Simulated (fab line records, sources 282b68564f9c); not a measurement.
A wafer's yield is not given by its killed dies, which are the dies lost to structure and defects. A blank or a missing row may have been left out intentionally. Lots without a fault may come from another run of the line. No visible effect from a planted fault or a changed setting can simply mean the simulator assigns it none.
Lot-split experiment + flow ritCmos + 27 wafers read across 5 lots, on a route 202 steps long

## THE SPLIT ITSELF
At RIT_SPACER_CLEAN_00 (cleans in SC1, time 600 s), the setting timeS was moved away from the recipe's 600 s on 18 of the 27 wafers read, by -16.5% to +58.1%. For the rest of the wafers, this setting stayed at what the recipe calls for.

The reading is taken at the split's own step.

## THE READING
SiO2_of_REOX_OXIDATION_03.thkNm (the simulator's own value, which no gauge read), in nm, at RIT_SPACER_CLEAN_00 (cleans in SC1, time 600 s). The file does not state a usual value for it. Average 23.31 nm, standard deviation 0.32 nm, over the 9 wafers here run with the recipe.

| wafer  | tool, chamber at the split | timeS as run, s | against the recipe | SiO2_of_REOX_OXIDATION_03.thkNm, nm | against lot-mates on the recipe |
|--------|----------------------------|-----------------|--------------------|-------------------------------------|---------------------------------|
| L078.2 | wetBench-03, 0             | 600             | recipe             | 22.81                               | -                               |
| L078.4 | wetBench-03, 0             | 600             | recipe             | 22.91                               | -                               |
| L078.6 | wetBench-03, 0             | 600             | recipe             | 22.88                               | -                               |
| L079.1 | -, -                       | 891             | +48.5%             | 22.42                               | no lot-mate on the recipe       |
| L079.2 | -, -                       | 891             | +48.5%             | 22.61                               | no lot-mate on the recipe       |
| L079.3 | -, -                       | 891             | +48.5%             | 22.78                               | no lot-mate on the recipe       |
| L079.4 | -, -                       | 891             | +48.5%             | 22.88                               | no lot-mate on the recipe       |
| L079.5 | -, -                       | 891             | +48.5%             | 22.69                               | no lot-mate on the recipe       |
| L079.6 | -, -                       | 891             | +48.5%             | 22.58                               | no lot-mate on the recipe       |
| L081.1 | -, -                       | 500.7           | -16.5%             | 23.66                               | no lot-mate on the recipe       |
| L081.2 | -, -                       | 500.7           | -16.5%             | 24.04                               | no lot-mate on the recipe       |
| L081.3 | -, -                       | 500.7           | -16.5%             | 23.62                               | no lot-mate on the recipe       |
| L081.4 | -, -                       | 500.7           | -16.5%             | 23.45                               | no lot-mate on the recipe       |
| L081.5 | -, -                       | 500.7           | -16.5%             | 23.55                               | no lot-mate on the recipe       |
| L081.6 | -, -                       | 500.7           | -16.5%             | 24.31                               | no lot-mate on the recipe       |
| L082.1 | -, -                       | 600             | recipe             | 23.48                               | -                               |
| L082.2 | -, -                       | 600             | recipe             | 23.64                               | -                               |
| L082.3 | -, -                       | 600             | recipe             | 23.57                               | -                               |
| L082.4 | -, -                       | 600             | recipe             | 23.47                               | -                               |
| L082.5 | -, -                       | 600             | recipe             | 23.56                               | -                               |
| L082.6 | -, -                       | 600             | recipe             | 23.49                               | -                               |
| L083.1 | -, -                       | 948.6           | +58.1%             | 22.67                               | no lot-mate on the recipe       |
| L083.2 | -, -                       | 948.6           | +58.1%             | 22.54                               | no lot-mate on the recipe       |
| L083.3 | -, -                       | 948.6           | +58.1%             | 22.5                                | no lot-mate on the recipe       |
| L083.4 | -, -                       | 948.6           | +58.1%             | 22.93                               | no lot-mate on the recipe       |
| L083.5 | -, -                       | 948.6           | +58.1%             | 22.66                               | no lot-mate on the recipe       |
| L083.6 | -, -                       | 948.6           | +58.1%             | 22.67                               | no lot-mate on the recipe       |

THE FIT
A straight line over all 27 wafers: SiO2_of_REOX_OXIDATION_03.thkNm changes by -0.0143 nm for each +1% of timeS; r = -0.85; the points scatter about the line by 0.28 nm.
Too few moved wafers with a lot-mate on the recipe to fit a line net of each lot's own level.

## THE WHOLE CHAIN: every reading that the file lists as answering this split, in the file's order
| step                | what it does              | reading                                                                          | change (the file's fit)                | r (the file's) |
|---------------------|---------------------------|----------------------------------------------------------------------------------|----------------------------------------|----------------|
| RIT_SPACER_CLEAN_00 | cleans in SC1, time 600 s | SiO2_of_FOX2_OXIDATION_00.thkNm (the simulator's own value, which no gauge read) | -0.326 nm for each +1% of the setting  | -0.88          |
| RIT_SPACER_CLEAN_00 | cleans in SC1, time 600 s | SiO2_of_REOX_OXIDATION_03.thkNm (the simulator's own value, which no gauge read) | -0.0143 nm for each +1% of the setting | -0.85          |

## FILE'S OWN FIT
SiO2_of_REOX_OXIDATION_03.thkNm changes by -0.0143 nm for each +1% of timeS, r = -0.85.
